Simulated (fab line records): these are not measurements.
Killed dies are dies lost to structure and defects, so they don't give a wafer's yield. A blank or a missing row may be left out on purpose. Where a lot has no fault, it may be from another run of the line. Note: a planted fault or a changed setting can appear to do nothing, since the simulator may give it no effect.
The tool behind it: which one? ; flow rit cmos ; Sampling: 14 lots, 42 wafers, 2 of 202 route steps

== WHAT THE GAUGES READ, wafer by wafer ==
RIT_WELLDRIVE_RS_MEAS_02: uses a four-point probe to measure. Usual: for PWELL_RS the level is 430.1 ohm/sq and the standard deviation is 1.3.
lot;measured;on;PWELL_RS (ohm/sq);flag
L811;day 2 05:10;film metro-03;428.4 429.2 428.6;
L812;day 2 08:46;film metro-03;433.0 431.8 433.4;
L813;day 2 14:20;film metro-02;430.9 430.2 429.2;
L814;day 2 20:00;film metro-01;429.2 431.4 429.4;
L815;day 3 02:08;film metro-01;430.2 429.0 429.2;
L816;day 3 07:08;film metro-01;429.7 430.3 430.0;
L817;day 3 09:43;film metro-03;431.0 429.9 430.7;
L818;day 3 15:59;film metro-01;428.2 428.9 428.2;
L819;day 4 02:05;film metro-03;431.5 430.7 431.3;
L820;day 4 06:49;film metro-02;431.3 431.4 430.8;
L825;day 5 03:43;film metro-02;428.7 429.6 428.4;
L830;day 6 04:33;film metro-01;431.2 429.9 430.2;
L833;day 6 18:53;film metro-03;430.9 430.2 430.1;
L834;day 7 00:10;film metro-02;429.6 428.5 428.7;

RIT_GATE_CD_MEAS_16: the cd target is 150 nm. Usual: cd nm reads 150.5 nm (standard deviation 2.6).
lot;measured;on;cd nm (nm);flag
L811;day 2 14:55;cd sem-01;151.6 149.0 150.7;
L812;day 2 18:20;cd sem-02;150.9 150.6 147.8;
L813;day 2 22:19;cd sem-01;153.1 154.0 155.6;
L814;day 3 03:37;cd sem-01;151.5 152.5 151.4;
L815;day 3 11:26;cd sem-01;143.1 146.2 143.8;
L816;day 3 14:49;cd sem-02;147.5 153.0 146.5;
L817;day 3 20:53;cd sem-01;150.5 149.2 150.5;
L818;day 4 00:04;cd sem-02;148.4 149.9 151.0;
L819;day 4 10:09;cd sem-01;149.3 147.1 149.3;
L820;day 4 16:37;cd sem-02;147.1 145.6 146.7;
L825;day 5 11:44;cd sem-02;149.9 150.9 148.5;
L830;day 6 12:50;cd sem-01;148.7 147.5 146.6;
L833;day 7 03:57;cd sem-02;154.7 154.0 152.6;
L834;day 7 07:53;cd sem-01;151.2 153.0 151.9;

== EACH LOT AND THE TOOL THAT RAN IT (in order: tool; ch and the chambers of the sampled wafers; start) ==
The record holds no process step before these readings.

== AS READ BY THE TOOLS THEMSELVES (means over the sampled wafers that have a number; for cases with no such wafer, the mark the record gives instead) ==
The record holds no such reading with a usual standard deviation.

== THE ANSWER, worked out from the rows above alone ==
Rule: a lot counts as off when the mean over its wafers that have a number is more than 3 standard deviations away from the usual mean. A lot without any number at a reading at which 4 lots or more have one is off too. The other lots that the step has rows for count as sound. After the gauges, taken in route order, come the tools' own readings; for these a lot's mean is taken, as printed above. At the first step where some lot is off, the reading lying furthest off is the one used; lots without a number count as furthest.
Nothing can be told from this: no lot is off at any reading shown.

== WHAT WAS PUT IN BY THE SIMULATOR ==
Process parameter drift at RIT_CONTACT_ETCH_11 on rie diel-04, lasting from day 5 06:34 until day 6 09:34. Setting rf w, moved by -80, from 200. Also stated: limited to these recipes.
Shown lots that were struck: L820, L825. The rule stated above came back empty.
